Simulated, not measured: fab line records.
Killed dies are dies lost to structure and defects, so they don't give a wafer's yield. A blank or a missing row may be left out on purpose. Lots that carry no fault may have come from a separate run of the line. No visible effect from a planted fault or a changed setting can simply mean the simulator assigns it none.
What tool caused it?    flow berkeley_cmos170    39 wafers from 13 lots sampled at 3 of the route's 331 steps

## WHAT THE GAUGES SHOWED, per wafer
UCB170_ACTIVE_THK_MEAS_06.
lot   measured     on             ACTIVE_NITRIDE_THK (nm)
L342  day 4 06:58  film_metro-03  220.1 220.3 218.7
L341  day 4 06:57  film_metro-04  216.1 215.9 215.4
L344  day 4 17:31  film_metro-03  221.2 220.7 223.2
L343  day 4 17:31  film_metro-01  222.2 220.1 220.8
L345  day 4 23:53  film_metro-03  216.4 219.7 217.5
L347  day 4 23:51  film_metro-01  218.6 217.3 216.4
L346  day 4 23:51  film_metro-04  220.9 219.0 221.6
L348  day 5 11:47  film_metro-04  223.3 221.7 222.1
L351  day 5 23:36  film_metro-03  220.5 220.3 220.6
L354  day 6 11:43  film_metro-01  219.3 219.0 219.0
L358  day 7 12:30  film_metro-03  277.1 276.7 278.1
L362  day 8 13:46  film_metro-03  219.1 219.2 219.4
L363  day 8 13:46  film_metro-04  220.0 220.6 220.2

## WHAT TOOL EACH LOT RAN ON (gives the tool, then ch and the chambers of the sampled wafers, and finally the start)
lot   UCB170_PWELL_STRIP_16                UCB170_ACTIVE_CVD_05
L342  plasma_asher-02 ch 0,1, day 3 05:52  lpcvd-01 ch 1, day 4 05:02
L341  plasma_asher-03 ch 0,1, day 3 06:08  lpcvd-01 ch 0, day 4 05:02
L344  plasma_asher-01 ch 0,1, day 3 15:34  lpcvd-01 ch 1, day 4 15:36
L343  plasma_asher-03 ch 0,1, day 3 15:55  lpcvd-01 ch 0, day 4 15:36
L345  plasma_asher-03 ch 0,1, day 3 23:03  lpcvd-01 ch 1, day 4 21:56
L347  plasma_asher-03 ch 0,1, day 4 02:08  lpcvd-01 ch 1, day 4 21:56
L346  plasma_asher-03 ch 0,1, day 4 02:43  lpcvd-01 ch 0, day 4 21:56
L348  plasma_asher-03 ch 0,1, day 4 12:20  lpcvd-02 ch 1, day 5 08:55
L351  plasma_asher-03 ch 0, day 5 03:26    lpcvd-01 ch 0, day 5 21:41
L354  plasma_asher-03 ch 0,1, day 5 14:40  lpcvd-01 ch 1, day 6 09:47
L358  plasma_asher-02 ch 0,1, day 6 05:44  lpcvd-01 ch 0, day 7 10:35
L362  plasma_asher-03 ch 0,1, day 7 05:19  lpcvd-02 ch 0, day 8 11:52
L363  plasma_asher-03 ch 0,1, day 7 11:49  lpcvd-02 ch 1, day 8 11:52
- UCB170_PWELL_STRIP_16: strips in O2.
- UCB170_ACTIVE_CVD_05: deposits Si3N4 from SiH2Cl2/NH3, target thk 220 nm, time 3300 s.

## AS READ BY THE TOOLS THEMSELVES (means over the sampled wafers that have a number; for cases with no such wafer, the mark the record gives instead)
UCB170_PWELL_STRIP_16.
lot   tool             drypump_motor_current_A (A)  oes_product_au (a.u.)  strip_time_to_endpoint_s (s)
L342  plasma_asher-02  5.34                         0.722                  18.19
L341  plasma_asher-03  5.60                         0.723                  18.20
L344  plasma_asher-01  5.62                         0.718                  18.21
L343  plasma_asher-03  5.58                         0.723                  18.13
L345  plasma_asher-03  5.57                         0.721                  18.18
L347  plasma_asher-03  5.57                         0.719                  18.24
L346  plasma_asher-03  5.57                         0.719                  18.37
L348  plasma_asher-03  5.58                         0.719                  18.12
L351  plasma_asher-03  5.60                         0.724                  18.14
L354  plasma_asher-03  5.55                         0.720                  18.12
L358  plasma_asher-02  5.36                         0.719                  18.18
L362  plasma_asher-03  5.57                         0.722                  18.09
L363  plasma_asher-03  5.60                         0.719                  18.15

UCB170_ACTIVE_CVD_05.
lot   tool      pressure_mtorr (mTorr)
L342  lpcvd-01  200.0
L341  lpcvd-01  200.2
L344  lpcvd-01  199.5
L343  lpcvd-01  200.4
L345  lpcvd-01  200.0
L347  lpcvd-01  200.0
L346  lpcvd-01  200.0
L348  lpcvd-02  199.9
L351  lpcvd-01  199.8
L354  lpcvd-01  200.0
L358  lpcvd-01  199.9
L362  lpcvd-02  199.9
L363  lpcvd-02  200.5

## THE ANSWER, worked out from the rows above alone
Rule: usual is defined by the lots themselves. Put in order of their means at a reading, lots are off if they are a third of the lots or fewer, leave a main group of 4 or more, and stand apart from it by a gap of 3 or more times the standard deviation of the main group's means; of several such gaps the widest counts. If all means in a main group match to the digits the tables above print for the reading, that group is not used. Also off: a lot with no number at a reading for which 4 or more lots have one. The other lots that the step has rows for count as sound. After the gauges, taken in route order, come the tools' own readings; for these a lot's mean is taken, as printed above. At the first step where some lot is off, the reading lying furthest off is the one used; lots without a number count as furthest.
Off: L358, seen at UCB170_ACTIVE_THK_MEAS_06 (ACTIVE_NITRIDE_THK). Mean 219.6 nm and standard deviation 1.8 in the main group.
A tool fits if, at a process step before that reading, it ran every lot that is off, and no sound lot after the first of them. The gauges at UCB170_ACTIVE_THK_MEAS_06 aren't tried: what is off there is off at UCB170_PWELL_STRIP_16 too, on other tools, and a gauge's error can't cause that. Can't be told from this: 2 tools fit, plasma_asher-02 at UCB170_PWELL_STRIP_16, lpcvd-01 at UCB170_ACTIVE_CVD_05.

## WHAT THE SIMULATOR PUT IN
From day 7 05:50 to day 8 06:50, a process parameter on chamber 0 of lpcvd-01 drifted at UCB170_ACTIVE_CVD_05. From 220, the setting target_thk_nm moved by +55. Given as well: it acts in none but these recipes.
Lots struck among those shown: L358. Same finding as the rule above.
